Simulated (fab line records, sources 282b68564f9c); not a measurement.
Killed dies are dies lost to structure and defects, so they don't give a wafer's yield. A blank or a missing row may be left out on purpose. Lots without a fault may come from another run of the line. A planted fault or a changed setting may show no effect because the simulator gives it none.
Problem report in the 8D (eight disciplines) form, filled by code | flow rit_cmos | the parts of the form that need people (team, actions taken, sign-off) are left out

1. THE PROBLEM
heater_power_total_W at RIT_M1_SOFTBAKE_05 reads a mean of 35.80 W on 6 wafers of 2 lots; wafers without a fault read 34.56 W with a standard deviation of 0.048. That is +26 standard deviations from the usual mean.
The step: time 60 s.
First seen on wafer L775.1, day 5 11:39, on litho_track-01. The record holds 42 wafers of 14 lots with a number at this step. Rule for "out", or "out of limits": more than 4 standard deviations from the usual mean. The other wafers with a number count as sound.

2. WHAT IT IS AND WHAT IT IS NOT
question                    | is                                 | is not
which readings at this step | heater_power_total_W, plate_temp_C | -
which lots                  | L775, L777                         | L766, L767, L770, L771, L773, L774, L779, L783, L784, L785, L786, L789
which wafers of those lots  | all that have a number             | -
read on which tools         | litho_track-01                     | litho_track-02, litho_track-03
when                        | from day 5 11:39                   | up to then (18 sound wafers); but 18 sound wafers of L779, L783, L784, L785, L786, L789 came after

3. SUSPECTS, AND WHAT RULES EACH OUT
Counting: a tool at a process step up to the reading stays a suspect if it ran every lot that is out and no sound lot after the first of them.
- litho_track-01 at RIT_M1_SOFTBAKE_05 (time 60 s): kept. It ran every lot that is out, first L775 (day 5 11:39), and no sound lot after that; its last sound lot up to then is L773 (day 5 01:34). Its own readings are out on those wafers: heater_power_total_W, plate_temp_C.
Left after counting: litho_track-01 at RIT_M1_SOFTBAKE_05.

4. THE CAUSE (what the simulator had put in)
Process parameter drift: litho_track-01, from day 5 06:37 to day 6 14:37, at RIT_M1_SOFTBAKE_05. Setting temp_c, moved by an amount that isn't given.
Counting left only this tool.

5. THE CHAIN OF EFFECTS, in route order
Each row: a reading whose mean over the struck wafers that have a number lies more than 3 standard deviations from the usual. Only readings for which the record gives a usual standard deviation are gone through. hours: the time from each lot's start at the first step in this table that gives one to its start at this step, as a median over the lots. sigmas: the change in usual standard deviations.
hours | step               | reading              | usual   | on struck wafers | change | sigmas
0     | RIT_M1_SOFTBAKE_05 | heater_power_total_W | 34.56 W | 35.80            | +1.23  | +26
0     | RIT_M1_SOFTBAKE_05 | plate_temp_C         | 90.00 C | 92.19            | +2.19  | +16
The process steps in it:
- RIT_M1_SOFTBAKE_05: time 60 s.

6. WHAT WOULD HAVE CAUGHT IT SOONER
In this record the first reading out of limits was taken at day 5 11:39, 5 hours after the fault began at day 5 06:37.
